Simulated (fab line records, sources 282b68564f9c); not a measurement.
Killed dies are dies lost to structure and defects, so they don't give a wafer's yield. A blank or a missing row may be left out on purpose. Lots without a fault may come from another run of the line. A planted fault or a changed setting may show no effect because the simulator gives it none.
Which tool did it? | flow rit_cmos | 14 lots, 42 wafers sampled, at 2 steps of a route of 202

WHAT THE GAUGES READ, wafer by wafer
The record holds no reading of a measuring or inspecting step that can be judged against a usual standard deviation.

WHICH TOOL RAN EACH LOT (tool, then ch and the chambers of the sampled wafers, then the start)
lot  | RIT_PSD_HMDS_00                  | RIT_M1_PROBE_99
L573 | litho_track-04 ch 0, day 3 13:16 | -
L574 | litho_track-01 ch 0, day 3 15:05 | -
L575 | litho_track-04 ch 0, day 3 22:36 | -
L576 | litho_track-01 ch 0, day 4 01:32 | -
L577 | litho_track-04 ch 0, day 4 06:25 | -
L578 | litho_track-02 ch 0, day 4 10:12 | prober-02, day 4 20:31
L580 | litho_track-04 ch 0, day 4 23:29 | -
L581 | litho_track-04 ch 0, day 5 03:06 | -
L582 | litho_track-01 ch 0, day 5 06:52 | -
L583 | litho_track-04 ch 0, day 5 14:13 | -
L585 | litho_track-04 ch 0, day 6 05:13 | -
L587 | litho_track-01 ch 0, day 6 12:05 | -
L592 | litho_track-01 ch 0, day 7 19:16 | -
L594 | litho_track-01 ch 0, day 8 09:05 | -
- RIT_PSD_HMDS_00: prime time 60 s.
- RIT_M1_PROBE_99

WHAT THE TOOLS THEMSELVES READ (means of the sampled wafers that have a number; where no wafer has one, the mark that the record gives instead)
RIT_PSD_HMDS_00.
lot  | tool           | chill_plate_temp_C (C) | prime_temp_c (C)
L573 | litho_track-04 | 22.85                  | 140.07
L574 | litho_track-01 | 23.04                  | 140.06
L575 | litho_track-04 | 22.94                  | 140.15
L576 | litho_track-01 | 23.01                  | 139.77
L577 | litho_track-04 | 23.07                  | 139.82
L578 | litho_track-02 | 22.93                  | 139.93
L580 | litho_track-04 | 23.11                  | 140.05
L581 | litho_track-04 | 22.93                  | 139.97
L582 | litho_track-01 | 23.11                  | 139.99
L583 | litho_track-04 | 23.06                  | 146.36
L585 | litho_track-04 | 23.01                  | 146.25
L587 | litho_track-01 | 23.04                  | 140.14
L592 | litho_track-01 | 23.04                  | 139.87
L594 | litho_track-01 | 23.08                  | 139.94

RIT_M1_PROBE_99.
lot  | tool      | killed_at_M0_to_M3 | killed_at_contacts | killed_at_front_end | killed_dies | killed_open | killed_short
L578 | prober-02 | 0.0                | 0.0                | 5.0                 | 5.0         | 2.0         | 2.7

THE ANSWER, worked out from the rows above alone
Rule: what is usual is taken from the lots themselves. Put in order of their means at a reading, lots are off if they are a third of the lots or fewer, leave a main group of 4 or more, and stand apart from it by a gap of 3 or more times the standard deviation of the main group's means; of several such gaps the widest counts. A main group whose means are all the same, to the digits that the tables above print for the reading, isn't used. A lot without any number at a reading at which 4 lots or more have one is off too. The other lots that the step has rows for count as sound. The gauges are gone through in route order, then the tools' own readings, and for those a lot's mean is taken as printed above. The first step at which some lot is off is used, and at that step the reading that is off furthest; a lot without a number counts as furthest.
Off: L583, L585, at RIT_PSD_HMDS_00 (prime_temp_c). The main group: mean 139.98 C, standard deviation 0.12.
A tool fits if, at that step or a process step before it, it ran every lot that is off, and no sound lot after the first of them. One fits: litho_track-04 at RIT_PSD_HMDS_00. Its last sound lot is L581 (day 5 03:06), its first lot that is off L583 (day 5 14:13): a fault that began between those two fits.
The tool's own readings at RIT_PSD_HMDS_00 bear it out: on the lots that are off they differ by more than 5 times the standard deviation of the sound lots' means. prime_temp_c reads 146.31 C there against 139.98 C on the sound lots.

WHAT THE SIMULATOR HAD PUT IN
Process parameter drift: litho_track-04, from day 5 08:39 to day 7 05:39, at RIT_PSD_HMDS_00. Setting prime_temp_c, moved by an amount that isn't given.
Lots struck among those shown: L583, L585. The rule above found the same.
